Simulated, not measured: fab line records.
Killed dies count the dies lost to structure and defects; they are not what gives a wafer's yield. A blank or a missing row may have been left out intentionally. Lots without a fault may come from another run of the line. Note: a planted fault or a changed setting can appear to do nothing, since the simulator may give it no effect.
fab line records	flow ritCmos	part 1 of 2: steps 1 to 35 of 49
record lots=5	wafers=15	lastDay=8
route steps=202 shown FOX1@22 FOX2@23 NWELL@28 PWELL@39 WELLDRIVE@50 NRETRO@53 PRETRO@64
lots that met no fault: from a run of the same line without faults
startH: the number of hours between the record's first day and the start of the first shown wafer of the lot	waitH: time in hours since the lot's previous step	" unchanged from the row above	L1.1+2: a row that stands for several wafers	- no value, or no start given	* or withheld: withheld	< > ~ a bound
route shown NAME@n: NAME is a module with steps in the file, n the number in the route of the first one	usual: mean and standard deviation over wafers with no fault	same: alike in all rows	chamber/n: place in a boat	sites: per-site readings	_std_site: the values' standard deviation	_edge_site: mean of outer sites minus mean of inner sites	radiusMm: for every site, how far away it sits from the centre of the wafer	mask NAME#n: copy n	behind: tool/chamber where the wafer was last shaped	hold: cause of the lot's hold/its duration in hours/its outcome	device: whichever transistor did not switch (one of n, p or np)	end of line: tests run on the same wafers once the route is complete	a step without rows: its recipe alone	killed: dies lost to structure and defects at the first sort, not the wafer's yield	map: shows each die of a wafer: x if killed, . if not, _ if none is there
set.NAME: the run value of the setting; set.NAME@STEP: its run value at that earlier step	model.NAME: the simulator's own value behind a step, which no gauge read
certain route steps with their lots: each step a table, each wafer a row
services: from which hour (startH, from the record's first day; less than 0 if before it) a tool's chamber was out of use, for how many hours, and why
## steps
# step RIT_FOX1_WET_ETCH_02
# recipe chemistry=BOE	targetDepthNm=350	timeS=390	tempC=21.5	dry=n2Spin	dilution=10:1	target=SiO2
lot.wafer	tool	chamber	startH	waitH
L076.1+4+5	wetBench-04	2	27.42	0.1
L080.3+4+5	wetBench-03	2	48.74	0.0
L084.1+2+4	wetBench-03	1	69.75	0.1
L094.1+2+6	wetBench-03	3	119.10	0.1
L097.1+3+5	wetBench-03	2	137.60	0.1
# step RIT_FOX2_OXIDATION_00
# recipe tempC=1100	ambient=H2O	targetThkA=3507	pH2oTorr=720	oxTimeS=1130
# usual zonePowerLoadPct=43.3/0.82
lot.wafer	tool	chamber	startH	waitH	zonePowerLoadPct
L076.1	furnace-03	0	27.78	0.2	42.9
L076.4	"	0	"	"	43.3
L076.5	"	0	"	"	42.7
L080.3	furnace-03	0	48.87	0.0	42.7
L080.4	"	0	"	"	43.6
L080.5	"	0	"	"	42.3
L084.1	furnace-04	0	69.86	0.0	43.9
L084.2	"	0	"	"	43.2
L084.4	"	0	"	"	42.6
L094.1	furnace-03	0	123.53	4.3	42.7
L094.2	"	0	"	"	42.6
L094.6	"	0	"	"	43.0
L097.1	furnace-03	0	140.96	3.2	42.3
L097.3	"	0	"	"	42.3
L097.5	"	0	"	"	41.8
# step RIT_FOX2_THK_MEAS_01
# recipe reads=SiO2_of_FOX2_OXIDATION_00
# usual FOX2_OXIDE_THK=351/7.6
lot.wafer	tool	chamber	startH	waitH	FOX2_OXIDE_THK[nm]
L076.1	filmMetro-02	-	29.10	0.0	358
L076.4	"	-	"	"	357
L076.5	"	-	"	"	355
L080.3	filmMetro-02	-	50.20	0.0	345
L080.4	"	-	"	"	343
L080.5	"	-	"	"	338
L084.1	filmMetro-01	-	71.18	0.0	351
L084.2	"	-	"	"	347
L084.4	"	-	"	"	353
L094.1	filmMetro-02	-	124.84	0.0	347
L094.2	"	-	"	"	345
L094.6	"	-	"	"	343
L097.1	filmMetro-02	-	142.27	0.0	357
L097.3	"	-	"	"	355
L097.5	"	-	"	"	351
# step RIT_FOX2_CLEAN_02
# recipe chemistry=dHF	dilution=50:1	timeS=180
lot.wafer	tool	chamber	startH	waitH
L076.1+4+5	wetBench-02	0	29.16	0.1
L080.3+4+5	wetBench-04	0	50.24	0.0
L084.1+2+4	wetBench-03	2	71.24	0.1
L094.1+2+6	wetBench-04	1	124.90	0.1
L097.1+3+5	wetBench-02	0	142.33	0.1
# step RIT_FOX2_WET_ETCH_03
# recipe chemistry=H3PO4	target=Si3N4	targetDepthNm=195	tempC=165	timeS=2700
# usual bathGuardTempC=165.2/0.49
lot.wafer	tool	chamber	startH	waitH	bathGuardTempC
L076.1	wetBench-03	1	29.22	0.0	165.7
L076.4	"	1	"	"	165.6
L076.5	"	1	"	"	165.5
L080.3	wetBench-03	2	50.31	0.0	164.9
L080.4	"	2	"	"	165.7
L080.5	"	2	"	"	165.1
L084.1	wetBench-04	0	71.30	0.0	165.4
L084.2	"	0	"	"	165.1
L084.4	"	0	"	"	164.9
L094.1	wetBench-03	0	124.97	0.0	164.8
L094.2	"	0	"	"	165.2
L094.6	"	0	"	"	165.2
L097.1	wetBench-03	1	142.39	0.0	165.7
L097.3	"	1	"	"	165.9
L097.5	"	1	"	"	165.9
# step RIT_FOX2_THK_MEAS_90
# recipe reads=SiO2_of_FOX2_OXIDATION_00
# usual FIELD_OXIDE_LEFT_1_THK=324/7.5
lot.wafer	tool	chamber	startH	waitH	FIELD_OXIDE_LEFT_1_THK[nm]
L076.1	filmMetro-04	-	29.98	0.0	331
L076.4	"	-	"	"	330
L076.5	"	-	"	"	328
L080.3	filmMetro-02	-	51.15	0.0	318
L080.4	"	-	"	"	316
L080.5	"	-	"	"	311
L084.1	filmMetro-01	-	72.05	0.0	323
L084.2	"	-	"	"	320
L084.4	"	-	"	"	325
L094.1	filmMetro-02	-	125.79	0.0	320
L094.2	"	-	"	"	317
L094.6	"	-	"	"	316
L097.1	filmMetro-01	-	143.15	0.0	329
L097.3	"	-	"	"	328
L097.5	"	-	"	"	323
# step RIT_NWELL_HMDS_00
# recipe primeTimeS=60	primeTempC=140
lot.wafer	tool	chamber	startH	waitH
L076.1+4+5	lithoTrack-01	0	30.04	0.1
L080.3+4+5	lithoTrack-03	0	51.24	0.1
L084.1+2+4	lithoTrack-02	0	72.11	0.1
L094.1+2+6	lithoTrack-03	0	125.85	0.1
L097.1+3+5	lithoTrack-01	0	143.21	0.1
# step RIT_NWELL_COAT_01
# recipe resist=NOVOLAK	spinRpm=2000	resistThkNm=1300
lot.wafer	tool	chamber	startH	waitH
L076.1+4+5	lithoTrack-01	0	30.19	0.1
L080.3+4+5	lithoTrack-03	0	51.39	0.1
L084.1+2+4	lithoTrack-02	0	72.26	0.1
L094.1+2+6	lithoTrack-03	0	126.00	0.1
L097.1+3+5	lithoTrack-01	0	143.36	0.1
# step RIT_NWELL_SOFTBAKE_02
# recipe resist=NOVOLAK	tempC=90	timeS=60
lot.wafer	tool	chamber	startH	waitH
L076.1+4+5	lithoTrack-01	0	30.34	0.1
L080.3+4+5	lithoTrack-03	0	51.54	0.1
L084.1+2+4	lithoTrack-02	0	72.41	0.1
L094.1+2+6	lithoTrack-03	0	126.15	0.1
L097.1+3+5	lithoTrack-01	0	143.51	0.1
# step RIT_NWELL_EXPOSE_03
# recipe maskId=M2	na=0.57	targetCdNm=43900	doseMj=250
# usual reticleTempC=23.00/0.11	stageVelMmS=500.06/0.24
lot.wafer	tool	chamber	startH	waitH	mask	reticleTempC	stageVelMmS
L076.1	ilineStepper-02	0	30.49	0.1	M2#0	22.97	499.94
L076.4	"	0	"	"	M2#0	23.04	499.87
L076.5	"	0	"	"	M2#0	23.15	499.76
L080.3	ilineStepper-01	0	51.68	0.1	M2#0	23.13	500.38
L080.4	"	0	"	"	M2#0	22.93	500.23
L080.5	"	0	"	"	M2#0	23.08	500.36
L084.1	ilineStepper-02	0	72.56	0.1	M2#0	23.26	499.62
L084.2	"	0	"	"	M2#0	23.08	499.68
L084.4	"	0	"	"	M2#0	23.21	499.78
L094.1	ilineStepper-02	0	126.43	0.2	M2#0	22.98	500.04
L094.2	"	0	"	"	M2#0	22.93	499.81
L094.6	"	0	"	"	M2#0	22.94	500.37
L097.1	ilineStepper-01	0	143.78	0.2	M2#0	23.05	500.06
L097.3	"	0	"	"	M2#0	23.08	500.19
L097.5	"	0	"	"	M2#0	23.10	500.12
# step RIT_NWELL_PEB_04
# recipe resist=NOVOLAK	tempC=withheld	timeS=withheld
lot.wafer	tool	chamber	startH	waitH
L076.1+4+5	lithoTrack-03	0	30.61	0.1
L080.3+4+5	lithoTrack-03	0	51.81	0.1
L084.1+2+4	lithoTrack-03	0	72.68	0.1
L094.1+2+6	lithoTrack-03	0	126.54	0.1
L097.1+3+5	lithoTrack-01	0	143.90	0.1
# step RIT_NWELL_DEVELOP_05
# recipe resist=NOVOLAK	developTimeS=68	devTempC=23
lot.wafer	tool	chamber	startH	waitH
L076.1+4+5	lithoTrack-03	0	-	-
L080.3+4+5	lithoTrack-03	0	-	-
L084.1+2+4	lithoTrack-03	0	-	-
L094.1+2+6	lithoTrack-03	0	-	-
L097.1+3+5	lithoTrack-01	0	-	-
# step RIT_NWELL_OVL_MEAS_06
# usual NWELL_OVL=0.7/1.3
lot.wafer	tool	chamber	startH	waitH	NWELL_OVL[nm]
L076.1	overlay-02	-	30.92	-	0.2
L076.4	"	-	"	"	-0.3
L076.5	"	-	"	"	-0.7
L080.3	overlay-02	-	52.09	-	1.0
L080.4	"	-	"	"	-0.3
L080.5	"	-	"	"	0.4
L084.1	overlay-01	-	72.99	-	0.1
L084.2	"	-	"	"	1.2
L084.4	"	-	"	"	1.0
L094.1	overlay-01	-	126.86	-	1.2
L094.2	"	-	"	"	1.3
L094.6	"	-	"	"	3.5
L097.1	overlay-02	-	144.21	-	0.2
L097.3	"	-	"	"	0.8
L097.5	"	-	"	"	0.1
# step RIT_NWELL_HARDBAKE_07
# recipe resist=NOVOLAK	tempC=140	timeS=120
lot.wafer	tool	chamber	startH	waitH
L076.1+4+5	lithoTrack-02	0	30.96	0.0
L080.3+4+5	lithoTrack-01	0	52.19	0.1
L084.1+2+4	lithoTrack-02	0	73.03	0.0
L094.1+2+6	lithoTrack-03	0	126.89	0.0
L097.1+3+5	lithoTrack-01	0	144.25	0.0
# step RIT_NWELL_IMPLANT_08
# recipe species=P	energyKev=170	doseCm2=5e+13	tiltDeg=7
lot.wafer	tool	chamber	startH	waitH
L076.1+4+5	implanter-01	0	31.21	0.2
L080.3+4+5	implanter-02	0	52.41	0.2
L084.1+2+4	implanter-02	0	73.28	0.2
L094.1+2+6	implanter-04	0	127.14	0.2
L097.1+3+5	implanter-01	0	144.50	0.2
# step RIT_NWELL_STRIP_09
# recipe chemistry=O2	timeS=180	resist=NOVOLAK	platenTempC=withheld	powerW=500	pressureMtorr=4000	o2FlowSccm=4000
# usual drypumpMotorCurrentA=5.7/0.38
lot.wafer	tool	chamber	startH	waitH	drypumpMotorCurrentA	rfHoursCounterH
L076.1	plasmaAsher-04	0	31.36	0.1	5.3	42
L076.4	"	0	"	"	5.3	-
L076.5	"	0	"	"	5.3	-
L080.3	plasmaAsher-02	0	52.57	0.1	6.5	-
L080.4	"	1	"	"	5.9	-
L080.5	"	0	"	"	6.5	-
L084.1	plasmaAsher-04	1	73.43	0.1	5.9	47
L084.2	"	0	"	"	5.3	47
L084.4	"	1	"	"	5.9	-
L094.1	plasmaAsher-02	0	127.29	0.1	6.5	1
L094.2	"	1	"	"	5.9	1
L094.6	"	0	"	"	6.5	-
L097.1	plasmaAsher-04	1	144.65	0.1	5.9	54
L097.3	"	0	"	"	5.3	-
L097.5	"	1	"	"	5.9	-
# step RIT_NWELL_TW_MEAS_10
# usual NWELL_TW=2154/16
lot.wafer	tool	chamber	startH	waitH	NWELL_TW
L076.1	filmMetro-04	-	31.53	0.1	2154
L076.4	"	-	"	"	2149
L076.5	"	-	"	"	2151
L080.3	filmMetro-04	-	52.71	0.1	2133
L080.4	"	-	"	"	2129
L080.5	"	-	"	"	2133
L084.1	filmMetro-03	-	73.61	0.1	2181
L084.2	"	-	"	"	2161
L084.4	"	-	"	"	2178
L094.1	filmMetro-02	-	127.47	0.1	2141
L094.2	"	-	"	"	2148
L094.6	"	-	"	"	2153
L097.1	filmMetro-02	-	144.82	0.1	2149
L097.3	"	-	"	"	2140
L097.5	"	-	"	"	2137
# step RIT_PWELL_HMDS_00
# recipe primeTimeS=60	primeTempC=140
lot.wafer	tool	chamber	startH	waitH
L076.1+4+5	lithoTrack-03	0	31.59	0.1
L080.3+4+5	lithoTrack-04	0	52.80	0.1
L084.1+2+4	lithoTrack-03	0	73.67	0.1
L094.1+2+6	lithoTrack-03	0	127.53	0.1
L097.1+3+5	lithoTrack-03	0	144.88	0.1
# step RIT_PWELL_COAT_01
# recipe resist=NOVOLAK	spinRpm=2000	resistThkNm=1300
lot.wafer	tool	chamber	startH	waitH
L076.1+4+5	lithoTrack-03	0	31.74	0.1
L080.3+4+5	lithoTrack-04	0	52.95	0.1
L084.1+2+4	lithoTrack-03	0	73.82	0.1
L094.1+2+6	lithoTrack-03	0	127.68	0.1
L097.1+3+5	lithoTrack-03	0	145.03	0.1
# step RIT_PWELL_SOFTBAKE_02
# recipe resist=NOVOLAK	tempC=90	timeS=60
lot.wafer	tool	chamber	startH	waitH
L076.1+4+5	lithoTrack-03	0	31.89	0.1
L080.3+4+5	lithoTrack-04	0	53.10	0.1
L084.1+2+4	lithoTrack-03	0	73.97	0.1
L094.1+2+6	lithoTrack-03	0	127.83	0.1
L097.1+3+5	lithoTrack-03	0	145.18	0.1
# step RIT_PWELL_EXPOSE_03
# recipe maskId=M3	na=0.57	targetCdNm=43700	doseMj=250
# usual reticleTempC=23.00/0.11	stageVelMmS=500.03/0.27
lot.wafer	tool	chamber	startH	waitH	mask	reticleTempC	stageVelMmS
L076.1	ilineStepper-01	0	32.17	0.2	M3#0	23.14	499.65
L076.4	"	0	"	"	M3#0	23.00	500.21
L076.5	"	0	"	"	M3#0	23.11	499.94
L080.3	ilineStepper-01	0	53.36	0.2	M3#0	22.99	499.43
L080.4	"	0	"	"	M3#0	23.16	500.03
L080.5	"	0	"	"	M3#0	23.03	499.75
L084.1	ilineStepper-02	0	74.12	0.1	M3#0	23.13	499.95
L084.2	"	0	"	"	M3#0	23.04	500.35
L084.4	"	0	"	"	M3#0	22.90	500.01
L094.1	ilineStepper-01	0	128.10	0.2	M3#0	22.80	500.31
L094.2	"	0	"	"	M3#0	22.87	500.44
L094.6	"	0	"	"	M3#0	22.93	500.10
L097.1	ilineStepper-02	0	145.46	0.2	M3#0	22.91	499.91
L097.3	"	0	"	"	M3#0	23.14	500.00
L097.5	"	0	"	"	M3#0	22.88	500.31
# step RIT_PWELL_PEB_04
# recipe resist=NOVOLAK	tempC=withheld	timeS=withheld
lot.wafer	tool	chamber	startH	waitH
L076.1+4+5	lithoTrack-03	0	32.28	0.1
L080.3+4+5	lithoTrack-01	0	53.49	0.1
L084.1+2+4	lithoTrack-01	0	74.23	0.1
L094.1+2+6	lithoTrack-01	0	128.22	0.1
L097.1+3+5	lithoTrack-03	0	145.58	0.1
# step RIT_PWELL_DEVELOP_05
# recipe resist=NOVOLAK	developTimeS=68	devTempC=23
lot.wafer	tool	chamber	startH	waitH
L076.1+4+5	lithoTrack-03	0	-	-
L080.3+4+5	lithoTrack-01	0	-	-
L084.1+2+4	lithoTrack-01	0	-	-
L094.1+2+6	lithoTrack-01	0	-	-
L097.1+3+5	lithoTrack-03	0	-	-
# step RIT_PWELL_OVL_MEAS_06
# usual PWELL_OVL=0.2/1.2
lot.wafer	tool	chamber	startH	waitH	PWELL_OVL[nm]
L076.1	overlay-01	-	32.60	-	-1.1
L076.4	"	-	"	"	0.1
L076.5	"	-	"	"	0.4
L080.3	overlay-01	-	53.76	-	-0.5
L080.4	"	-	"	"	-1.6
L080.5	"	-	"	"	-2.5
L084.1	overlay-01	-	74.55	-	0.0
L084.2	"	-	"	"	0.1
L084.4	"	-	"	"	-0.5
L094.1	overlay-01	-	128.53	-	0.5
L094.2	"	-	"	"	-0.2
L094.6	"	-	"	"	-0.2
L097.1	overlay-01	-	145.89	-	0.9
L097.3	"	-	"	"	0.0
L097.5	"	-	"	"	-1.1
# step RIT_PWELL_HARDBAKE_07
# recipe resist=NOVOLAK	tempC=140	timeS=120
lot.wafer	tool	chamber	startH	waitH
L076.1+4+5	lithoTrack-03	0	32.63	0.0
L080.3+4+5	lithoTrack-04	0	53.87	0.1
L084.1+2+4	lithoTrack-04	0	74.58	0.0
L094.1+2+6	lithoTrack-01	0	128.57	0.0
L097.1+3+5	lithoTrack-04	0	145.92	0.0
# step RIT_PWELL_IMPLANT_08
# recipe species=B	energyKev=170	doseCm2=7e+13	tiltDeg=7
lot.wafer	tool	chamber	startH	waitH
L076.1+4+5	implanter-02	0	32.88	0.2
L080.3+4+5	implanter-02	0	54.09	0.2
L084.1+2+4	implanter-01	0	74.83	0.2
L094.1+2+6	implanter-01	0	128.82	0.2
L097.1+3+5	implanter-02	0	146.17	0.2
# step RIT_PWELL_STRIP_09
# recipe chemistry=O2	timeS=180	resist=NOVOLAK	platenTempC=withheld	powerW=500	pressureMtorr=4000	o2FlowSccm=4000
# usual drypumpMotorCurrentA=5.6/0.54
lot.wafer	tool	chamber	startH	waitH	drypumpMotorCurrentA	rfHoursCounterH
L076.1	plasmaAsher-01	1	33.03	0.1	4.9	31
L076.4	"	0	"	"	5.3	-
L076.5	"	1	"	"	4.9	-
L080.3	plasmaAsher-02	0	54.24	0.1	6.5	-
L080.4	"	1	"	"	5.9	-
L080.5	"	0	"	"	6.5	-
L084.1	plasmaAsher-02	0	74.98	0.1	6.5	45
L084.2	"	1	"	"	5.9	45
L084.4	"	0	"	"	6.5	-
L094.1	plasmaAsher-02	1	128.97	0.1	5.9	1
L094.2	"	0	"	"	6.5	1
L094.6	"	0	"	"	6.5	-
L097.1	plasmaAsher-03	1	146.32	0.1	5.2	35
L097.3	"	0	"	"	5.7	-
L097.5	"	1	"	"	5.3	-
# step RIT_PWELL_TW_MEAS_10
# usual PWELL_TW=953/6.8
lot.wafer	tool	chamber	startH	waitH	PWELL_TW
L076.1	filmMetro-04	-	33.21	0.1	955
L076.4	"	-	"	"	952
L076.5	"	-	"	"	948
L080.3	filmMetro-04	-	54.38	0.1	939
L080.4	"	-	"	"	940
L080.5	"	-	"	"	944
L084.1	filmMetro-02	-	75.16	0.1	950
L084.2	"	-	"	"	950
L084.4	"	-	"	"	951
L094.1	filmMetro-04	-	129.14	0.1	947
L094.2	"	-	"	"	946
L094.6	"	-	"	"	946
L097.1	filmMetro-04	-	146.50	0.1	951
L097.3	"	-	"	"	947
L097.5	"	-	"	"	953
# step RIT_WELLDRIVE_ANNEAL_00
# recipe tempC=1100	timeS=14700	ambient=N2
# usual zonePowerLoadPct=43.4/0.73
lot.wafer	tool	chamber	startH	waitH	zonePowerLoadPct
L076.1	furnace-01	0	33.37	0.2	44.3
L076.4	"	0	"	"	43.9
L076.5	"	0	"	"	44.4
L080.3	furnace-01	0	54.57	0.2	44.3
L080.4	"	0	"	"	43.8
L080.5	"	0	"	"	44.8
L084.1	furnace-04	0	76.26	1.1	42.5
L084.2	"	0	"	"	43.3
L084.4	"	0	"	"	44.0
L094.1	furnace-04	0	129.20	0.1	43.9
L094.2	"	0	"	"	43.7
L094.6	"	0	"	"	43.0
L097.1	furnace-04	0	147.43	0.9	43.8
L097.3	"	0	"	"	43.2
L097.5	"	0	"	"	42.9
# step RIT_WELLDRIVE_RS_MEAS_01
# recipe thkMeasGauge=four-point-probe
# usual NWELL_RS=275.6/0.69
lot.wafer	tool	chamber	startH	waitH	NWELL_RS[ohm/sq]
L076.1	filmMetro-03	-	38.45	0.0	275.4
L076.4	"	-	"	"	275.9
L076.5	"	-	"	"	276.1
L080.3	filmMetro-03	-	59.70	0.0	277.3
L080.4	"	-	"	"	276.7
L080.5	"	-	"	"	276.4
L084.1	filmMetro-02	-	81.34	0.0	274.9
L084.2	"	-	"	"	274.6
L084.4	"	-	"	"	273.8
L094.1	filmMetro-04	-	134.29	0.0	276.0
L094.2	"	-	"	"	275.7
L094.6	"	-	"	"	275.7
L097.1	filmMetro-02	-	152.51	0.0	275.4
L097.3	"	-	"	"	275.6
L097.5	"	-	"	"	275.2
# step RIT_WELLDRIVE_RS_MEAS_02
# recipe thkMeasGauge=four-point-probe
# usual PWELL_RS=429.6/1.4
lot.wafer	tool	chamber	startH	waitH	PWELL_RS[ohm/sq]
L076.1	filmMetro-03	-	38.57	0.1	434.3
L076.4	"	-	"	"	432.0
L076.5	"	-	"	"	433.2
L080.3	filmMetro-03	-	59.82	0.1	431.3
L080.4	"	-	"	"	431.2
L080.5	"	-	"	"	432.0
L084.1	filmMetro-02	-	81.46	0.1	430.6
L084.2	"	-	"	"	431.3
L084.4	"	-	"	"	430.1
L094.1	filmMetro-04	-	134.41	0.1	429.1
L094.2	"	-	"	"	428.9
L094.6	"	-	"	"	428.4
L097.1	filmMetro-02	-	152.63	0.1	429.0
L097.3	"	-	"	"	429.1
L097.5	"	-	"	"	429.2
# step RIT_NRETRO_HMDS_00
# recipe primeTimeS=60	primeTempC=140
lot.wafer	tool	chamber	startH	waitH
L076.1+4+5	lithoTrack-02	0	38.69	0.1
L080.3+4+5	lithoTrack-04	0	59.95	0.1
L084.1+2+4	lithoTrack-01	0	81.58	0.1
L094.1+2+6	lithoTrack-02	0	134.53	0.1
L097.1+3+5	lithoTrack-01	0	152.75	0.1
# step RIT_NRETRO_COAT_01
# recipe resist=NOVOLAK	spinRpm=2000	resistThkNm=1300
lot.wafer	tool	chamber	startH	waitH
L076.1+4+5	lithoTrack-02	0	38.84	0.1
L080.3+4+5	lithoTrack-04	0	60.10	0.1
L084.1+2+4	lithoTrack-01	0	81.73	0.1
L094.1+2+6	lithoTrack-02	0	134.68	0.1
L097.1+3+5	lithoTrack-01	0	152.90	0.1
# step RIT_NRETRO_SOFTBAKE_02
# recipe resist=NOVOLAK	tempC=90	timeS=60
lot.wafer	tool	chamber	startH	waitH
L076.1+4+5	lithoTrack-02	0	38.99	0.1
L080.3+4+5	lithoTrack-04	0	60.25	0.1
L084.1+2+4	lithoTrack-01	0	81.88	0.1
L094.1+2+6	lithoTrack-02	0	134.83	0.1
L097.1+3+5	lithoTrack-01	0	153.05	0.1
# step RIT_NRETRO_EXPOSE_03
# recipe maskId=M4	na=0.57	targetCdNm=43900	doseMj=250
# usual reticleTempC=22.99/0.12	stageVelMmS=500.00/0.22
lot.wafer	tool	chamber	startH	waitH	mask	reticleTempC	stageVelMmS
L076.1	ilineStepper-02	0	39.14	0.1	M4#0	22.98	500.14
L076.4	"	0	"	"	M4#0	22.96	499.87
L076.5	"	0	"	"	M4#0	23.11	500.13
L080.3	ilineStepper-02	0	60.52	0.2	M4#0	23.11	499.88
L080.4	"	0	"	"	M4#0	23.00	500.37
L080.5	"	0	"	"	M4#0	23.17	499.82
L084.1	ilineStepper-01	0	82.03	0.1	M4#0	23.11	499.94
L084.2	"	0	"	"	M4#0	22.95	500.01
L084.4	"	0	"	"	M4#0	23.00	500.29
L094.1	ilineStepper-01	0	135.10	0.2	M4#0	22.96	499.64
L094.2	"	0	"	"	M4#0	22.98	499.95
L094.6	"	0	"	"	M4#0	22.72	499.62
L097.1	ilineStepper-01	0	153.33	0.2	M4#0	22.87	499.88
L097.3	"	0	"	"	M4#0	22.80	500.01
L097.5	"	0	"	"	M4#0	22.82	499.71
